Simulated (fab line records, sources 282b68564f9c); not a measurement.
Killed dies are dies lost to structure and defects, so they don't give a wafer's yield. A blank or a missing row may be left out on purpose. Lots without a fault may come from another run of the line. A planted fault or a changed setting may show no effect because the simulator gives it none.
Which tool did it? | flow rit_cmos | 7 lots, 21 wafers sampled, at 2 steps of a route of 202

WHAT THE GAUGES READ, wafer by wafer
RIT_PSD_TW_MEAS_10.
lot  | measured    | on            | PSD_TW
L986 | day 3 07:37 | film_metro-02 | 3410 3417 3420
L993 | day 4 18:48 | film_metro-02 | 30 30 30 30 30 30
L996 | day 5 13:02 | film_metro-01 | 3429 3435 3439
L998 | day 6 00:01 | film_metro-02 | 3447 3454 3467
L102 | day 6 20:29 | film_metro-02 | 3448 3425 3426
L105 | day 7 07:57 | film_metro-02 | 3436 3423 3421
L108 | day 8 02:05 | film_metro-03 | 3377 3381 3366

WHICH TOOL RAN EACH LOT (tool, then ch and the chambers of the sampled wafers, then the start)
lot  | RIT_PSD_DEVELOP_05
L986 | litho_track-03 ch 0, day 3 06:00
L993 | litho_track-03 ch 0, day 4 18:00
L996 | litho_track-01 ch 0, day 5 12:00
L998 | litho_track-04 ch 0, day 5 23:00
L102 | litho_track-01 ch 0, day 6 19:00
L105 | litho_track-04 ch 0, day 7 07:00
L108 | litho_track-01 ch 0, day 8 01:00
- RIT_PSD_DEVELOP_05: develop time 50 s.

THE ANSWER, worked out from the rows above alone
Rule: what is usual is taken from the lots themselves. Put in order of their means at a reading, lots are off if they are a third of the lots or fewer, leave a main group of 4 or more, and stand apart from it by a gap of 3 or more times the standard deviation of the main group's means; of several such gaps the widest counts. A main group whose means are all the same, to the digits that the tables above print for the reading, isn't used. A lot without any number at a reading at which 4 lots or more have one is off too. The other lots that the step has rows for count as sound.
Off: L993, at RIT_PSD_TW_MEAS_10 (PSD_TW). The main group: mean 3423, standard deviation 25.
A tool fits if, at a process step before that reading, it ran every lot that is off, and no sound lot after the first of them. The gauges at RIT_PSD_TW_MEAS_10 are tried like those tools. One fits: litho_track-03 at RIT_PSD_DEVELOP_05. Its last sound lot is L986 (day 3 06:00), its first lot that is off L993 (day 4 18:00): a fault that began between those two fits.

WHAT THE SIMULATOR HAD PUT IN
Process parameter drift: litho_track-03, from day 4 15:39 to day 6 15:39, at RIT_PSD_DEVELOP_05. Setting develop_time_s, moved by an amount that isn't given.
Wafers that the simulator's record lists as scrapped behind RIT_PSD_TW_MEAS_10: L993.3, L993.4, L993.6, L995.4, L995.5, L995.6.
Lots struck among those shown: L993. The rule above found the same.
